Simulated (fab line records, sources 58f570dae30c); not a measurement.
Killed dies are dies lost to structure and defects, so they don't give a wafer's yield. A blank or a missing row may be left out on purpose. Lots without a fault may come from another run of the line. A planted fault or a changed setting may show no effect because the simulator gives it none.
Problem report in the 8D (eight disciplines) form, filled by code | flow berkeley_cmos170 | the parts of the form that need people (team, actions taken, sign-off) are left out

1. THE PROBLEM
CONTACT_PSG_THK at UCB170_CONTACT_THK_MEAS_02 reads a mean of 734 nm on 5 wafers of 2 lots; wafers without a fault read 699 nm with a standard deviation of 5.5. That is +6.4 standard deviations from the usual mean.
First seen on wafer L693.1, day 9 11:25, on film_metro-01. The record holds 41 wafers of 14 lots with a number at this step. Rule for "out", or "out of limits": more than 4 standard deviations from the usual mean. The other wafers with a number count as sound.

2. WHAT IT IS AND WHAT IT IS NOT
question                    | is                           | is not
which readings at this step | CONTACT_PSG_THK              | -
which lots                  | L693, L694                   | L682, L683, L684, L685, L686, L687, L688, L689, L695, L698, L699, L704
which wafers of those lots  | all that have a number       | -
read on which gauges        | film_metro-01, film_metro-03 | film_metro-04
when                        | from day 9 11:25             | up to then (27 sound wafers); but 9 sound wafers of L698, L699, L704 came after

3. SUSPECTS, AND WHAT RULES EACH OUT
Counting: a tool at a process step up to the reading stays a suspect if it ran every lot that is out and no sound lot after the first of them.
- the gauge at UCB170_CONTACT_THK_MEAS_02: ruled out. The wafers that are out were read on 2 gauges (film_metro-01, film_metro-03).
- rtp_anneal-01 at UCB170_SDANNEAL_RTA_00 (time 10 s): ruled out as a lasting fault. Sound lots L698, L704 ran on it after its first lot that is out, L694 (day 9 05:13).
- lpcvd-02 at UCB170_CONTACT_CVD_01 (deposits PSG from SiH4/O2/PH3, target thk 700 nm, time 2820 s): kept. It ran every lot that is out, first L693 (day 9 09:37), and no sound lot after that; its last sound lot up to then is L686 (day 8 12:37).
Left after counting: lpcvd-02 at UCB170_CONTACT_CVD_01.

4. THE CAUSE (what the simulator had put in)
Process parameter drift: lpcvd-02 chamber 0, from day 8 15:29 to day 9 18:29, at UCB170_CONTACT_CVD_01. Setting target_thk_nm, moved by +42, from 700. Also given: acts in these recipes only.
Counting left only this tool.

5. THE CHAIN OF EFFECTS, in route order
Each row: a reading whose mean over the struck wafers that have a number lies more than 3 standard deviations from the usual. Only readings for which the record gives a usual standard deviation are gone through. hours: the time from each lot's start at the first step in this table that gives one to its start at this step, as a median over the lots. sigmas: the change in usual standard deviations.
hours | step                       | reading         | usual      | on struck wafers | change | sigmas
0     | UCB170_CONTACT_THK_MEAS_02 | CONTACT_PSG_THK | 699 nm     | 734              | +35    | +6.4
-     | UCB170_CONTACT_ETCH_18     | oes_product_au  | 0.896 a.u. | 0.925            | +0.029 | +3.0
The process steps in it:
- UCB170_CONTACT_ETCH_18: etches PSG in CHF3/CF4/Ar, stops on TiSi2, target depth 840 nm, time 195 s.

6. WHAT WOULD HAVE CAUGHT IT SOONER
In this record the first reading out of limits at a measuring or inspecting step was taken at day 9 11:25, 20 hours after the fault began at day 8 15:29.
All the lots that are out (2) had begun UCB170_CONTACT_CVD_01 on lpcvd-02 by day 9 11:25. A hold on the tool at that time would have spared none of them.
